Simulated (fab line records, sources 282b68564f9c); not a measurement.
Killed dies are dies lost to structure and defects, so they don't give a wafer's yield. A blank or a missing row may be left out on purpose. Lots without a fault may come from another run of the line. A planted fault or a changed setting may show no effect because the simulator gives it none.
fab line records | flow rit_cmos
record lots=14 wafers=42 last_day=7
route steps=202 shown NSD@140 SILICIDE@165
lots that met no fault: from a run of the same line without faults
start_h: hours from the record's first day to the start of the lot's first wafer shown | wait_h: hours since the lot's step before | " the same as in the row above | L1.1+2: a row that stands for several wafers | - no value, or no start given | * or withheld: withheld | < > ~ a bound
route shown NAME@n: a module of which the file shows steps, and the number in the route of the first | usual: mean/standard deviation of fault-free wafers | same: alike in all rows | chamber/n: place in a boat | sites: the reading at each site | _std_site: their standard deviation | _edge_site: outer sites' mean less inner sites' | radius_mm: how far each site lies from the wafer's centre | mask NAME#n: copy n | behind: the tool/chamber that last shaped the wafer | hold: why the lot was held/for how many hours/how that ended | device: the transistor (n, p or np) that didn't switch | end of line: the same wafers' tests at the end of the route | a step without rows: its recipe alone | killed: dies lost to structure and defects at the first sort, not the wafer's yield | map: a wafer's dies, x killed, . not, _ none there
set.NAME: the setting as run; set.NAME@STEP: as run at that earlier step | model.NAME: the simulator's own value behind a step, which no gauge read
steps of the route over a sample of lots; a table a step, a row a wafer
services: from which hour (start_h, from the record's first day; less than 0 if before it) a tool's chamber was out of use, for how many hours, and why
## steps
# step RIT_NSD_STRIP_09
# recipe chemistry=O2 time_s=180 resist=NOVOLAK platen_temp_c=withheld power_w=500 pressure_mtorr=4000 o2_flow_sccm=4000
# usual drypump_motor_current_A=5.8/0.44
# columns lot.wafer tool chamber start_h wait_h drypump_motor_current_A rf_hours_counter_h
L810.1 plasma_asher-02 0 56.49 0.1 5.6 41
L810.4 " 1 " " 6.5 -
L810.6 " 0 " " 5.7 -
L811.1 plasma_asher-03 0 69.06 0.1 5.5 29
L811.5 " 1 " " 5.4 -
L811.6 " 0 " " 5.6 -
L812.1 plasma_asher-01 0 70.88 0.1 5.4 38
L812.2 " 1 " " 6.4 38
L812.3 " 1 " " 6.4 -
L814.1 plasma_asher-02 1 85.33 0.1 6.5 44
L814.2 " 0 " " 5.7 44
L814.4 " 1 " " 6.6 -
L815.2 plasma_asher-03 1 92.25 0.1 5.5 31
L815.3 " 1 " " 5.5 -
L815.5 " 1 " " 5.5 -
L817.1 plasma_asher-03 1 94.24 0.1 5.5 31
L817.2 " 0 " " 5.6 31
L817.4 " 0 " " 5.5 -
L816.1 plasma_asher-01 0 94.75 0.1 5.5 41
L816.3 " 1 " " 6.4 -
L816.4 " 0 " " 5.4 -
L818.1 plasma_asher-01 1 99.55 0.1 6.4 41
L818.2 " 0 " " 5.4 41
L818.4 " 1 " " 6.4 -
L820.1 plasma_asher-02 0 110.07 0.1 5.7 47
L820.2 " 1 " " 6.5 47
L820.4 " 0 " " 5.7 -
L824.1 plasma_asher-03 0 126.83 0.1 5.6 36
L824.5 " 1 " " 5.4 -
L824.6 " 0 " " 5.6 -
L825.2 plasma_asher-02 0 130.51 0.1 5.7 50
L825.4 " 1 " " 6.6 -
L825.5 " 1 " " 6.6 -
L826.1 plasma_asher-01 0 136.23 0.1 5.5 2
L826.3 " 0 " " 5.5 -
L826.4 " 1 " " 6.4 -
L827.1 plasma_asher-03 1 138.66 0.1 5.5 37
L827.3 " 0 " " 5.6 -
L827.6 " 1 " " 5.5 -
L830.1 plasma_asher-02 0 156.51 0.1 5.7 52
L830.3 " 0 " " 5.7 -
L830.5 " 0 " " 5.7 -
# step RIT_SILICIDE_RTA_04
# recipe temp_c=650 time_s=10 idle_temp_c=25 ramp_up_s=5 ramp_down_s=5 cool_to_c=25 ambient=N2
# usual wafer_temp_C_max=652.9/0.96
# columns lot.wafer tool chamber start_h wait_h wafer_temp_C_max
L810.1 rtp_anneal-02 0 59.54 0.1 653.9
L810.4 " 0 " " 654.1
L810.6 " 0 " " 654.7
L811.1 rtp_anneal-01 0 72.13 0.1 652.0
L811.5 " 0 " " 652.1
L811.6 " 0 " " 652.4
L812.1 rtp_anneal-02 0 73.93 0.1 654.1
L812.2 " 0 " " 654.0
L812.3 " 0 " " 653.3
L814.1 rtp_anneal-02 0 88.36 0.1 654.0
L814.2 " 0 " " 653.9
L814.4 " 0 " " 653.0
L815.2 rtp_anneal-01 0 95.34 0.1 651.6
L815.3 " 0 " " 651.6
L815.5 " 0 " " 652.2
L817.1 rtp_anneal-01 0 97.14 0.1 652.6
L817.2 " 0 " " 652.6
L817.4 " 0 " " 652.6
L816.1 rtp_anneal-01 0 97.67 0.1 653.4
L816.3 " 0 " " 652.6
L816.4 " 0 " " 654.1
L818.1 rtp_anneal-02 0 102.60 0.1 653.8
L818.2 " 0 " " 652.7
L818.4 " 0 " " 654.7
L820.1 rtp_anneal-02 0 113.11 0.1 653.6
L820.2 " 0 " " 653.8
L820.4 " 0 " " 652.6
L824.1 rtp_anneal-02 0 129.88 0.1 645.9
L824.5 " 0 " " 647.5
L824.6 " 0 " " 646.7
L825.2 rtp_anneal-01 0 133.70 0.1 652.4
L825.4 " 0 " " 652.7
L825.5 " 0 " " 652.0
L826.1 rtp_anneal-02 0 139.50 0.1 647.2
L826.3 " 0 " " 646.1
L826.4 " 0 " " 647.4
L827.1 rtp_anneal-01 0 141.56 0.1 651.9
L827.3 " 0 " " 652.2
L827.6 " 0 " " 651.6
L830.1 rtp_anneal-01 0 159.57 0.1 651.6
L830.3 " 0 " " 651.9
L830.5 " 0 " " 652.1
## services
# columns tool chamber start_h hours kind
rtp_anneal-01 - 65.47 3.1 pm
plasma_asher-01 - 108.75 9.0 pm
plasma_asher-01 0 108.75 9.0 vent_cycle
plasma_asher-01 1 108.75 9.0 vent_cycle
plasma_asher-01 0 117.75 - clean
plasma_asher-01 1 117.75 - clean
plasma_asher-02 - 142.05 0.5 repair
plasma_asher-01 - 145.83 2.8 pm
rtp_anneal-02 - 154.06 4.2 pm
## key
first_sign step=RIT_SILICIDE_RTA_04 reading=wafer_temp_C_max direction=down sigmas=6.3 usual=* struck=*
effect none on later readings
met_at RIT_SILICIDE_RTA_04
struck_lots L824,L826
tester_left_out L824,L826
not_acting_at RIT_NSD_STRIP_09
onset_between 113.11 129.88
earlier_fault kind=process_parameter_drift tool=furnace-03 chamber=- onset_h=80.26 steps=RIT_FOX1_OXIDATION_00 channel=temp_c offset=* shape=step end_h=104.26 acts_in=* stated=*
fault kind=process_parameter_drift tool=rtp_anneal-02 chamber=- onset_h=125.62 steps=RIT_SILICIDE_RTA_04 channel=temp_c offset=* shape=step end_h=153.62 acts_in=* stated=*
# tester_left_out: of these lots the tester's yield and bins aren't shown, on N5 and GAA mostly nor the transistor test; their killed dies are dies lost to structure and defects alone, not to doping, threshold or leakage, so they don't give the yield
